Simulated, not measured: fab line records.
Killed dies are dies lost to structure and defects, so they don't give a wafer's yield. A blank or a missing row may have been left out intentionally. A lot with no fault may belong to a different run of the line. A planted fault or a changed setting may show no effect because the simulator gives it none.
A struck lot beside a sound one / flow berkeley cmos170 / 15 steps out of a route of 331
Sound: the wafers L221.3, L221.4, L221.5. The struck wafers were L230.1, L230.5, L230.6. The cause comes at the end.
Each step with rows lists, per side, the tool, then ch with its chambers, then its first start. Under that, the readings that differ: sound wafers / struck wafers / difference of the means / sigmas: that difference in standard deviations of wafers without a fault.
alike: a reading whose means differ by less than 2 such deviations, as well as words and numbers matching on both sides. not compared: withheld readings; readings where some wafer has no value; bounds like >300 that might hide an equal value; numbers whose values overlap and for which the record gives no deviation.
Wherever a step has rows on one side only, a row that says differs or no value, or a row with sigmas, the two part there. When numbers do not overlap yet have no deviation, they are printed without sigmas and do not part them. A reading missing from all wafers of one side parts the sides only when that side holds two or more wafers.

first, 5 steps without rows for these wafers: UCB170_NLDD_COAT_01 (resist thk 900 nm); UCB170_NLDD_SOFTBAKE_02 (time 60 s); UCB170_NLDD_EXPOSE_03 (exposes mask NSELECT, target cd 1200 nm); UCB170_NLDD_PEB_04; UCB170_NLDD_DEVELOP_05 (develop time 45 s).
UCB170_NLDD_CD_MEAS_06: target cd 1200 nm.
  struck on cd sem-01, day 8 20:01; sound on cd sem-01, day 6 23:32
  alike: cd nm
UCB170_NLDD_OVL_MEAS_07:
  struck on overlay-02, day 8 20:08; sound on overlay-01, day 6 23:38
  alike: NLDD_OVL
then, 2 steps without rows for these wafers: UCB170_NLDD_IMPLANT_08; UCB170_NLDD_IMPLANT_09.
UCB170_NLDD_STRIP_10: strips in O2.
  sound on plasma asher-04 ch 0,1, day 6 23:59; struck on plasma asher-03 ch 0,1, day 8 20:28
  alike: drypump motor current A, o2 flow sccm, oes product au, strip time to endpoint s
  not compared: rf hours counter h
UCB170_NLDD_TW_MEAS_11:
  struck on film metro-04, day 8 20:34; sound on film metro-02, day 7 00:05
reading=NLDD_TW; sound=2169 2178 2177; struck=2241 2242 2236; difference=+65; sigmas=+3
then, 1 step without rows for these wafers: UCB170_NLDD_CLEAN_12 (cleans in SPM, time 600 s).
UCB170_SPACER_CVD_00: deposits SiO2 from TEOS/O2, target thk 376 nm, time 47 s.
  sound on pecvd-01 ch 0,2, day 7 00:18; struck on pecvd-04 ch 0,1, day 8 21:01
  alike: heater power w, susceptor temp C
UCB170_SPACER_THK_MEAS_01:
  struck on film metro-03, day 8 21:17; sound on film metro-01, day 7 00:22
reading=SPACER_TEOS_THK (nm); sound=369 378 374; struck=749 761 760; difference=+383; sigmas=+87
after that, 1 step had no rows for these wafers: UCB170_M3_PROBE_99.

WHERE THEY PART
First at UCB170_NLDD_TW_MEAS_11; last, within this record, at UCB170_SPACER_THK_MEAS_01.

WHY: what had been put in by the simulator
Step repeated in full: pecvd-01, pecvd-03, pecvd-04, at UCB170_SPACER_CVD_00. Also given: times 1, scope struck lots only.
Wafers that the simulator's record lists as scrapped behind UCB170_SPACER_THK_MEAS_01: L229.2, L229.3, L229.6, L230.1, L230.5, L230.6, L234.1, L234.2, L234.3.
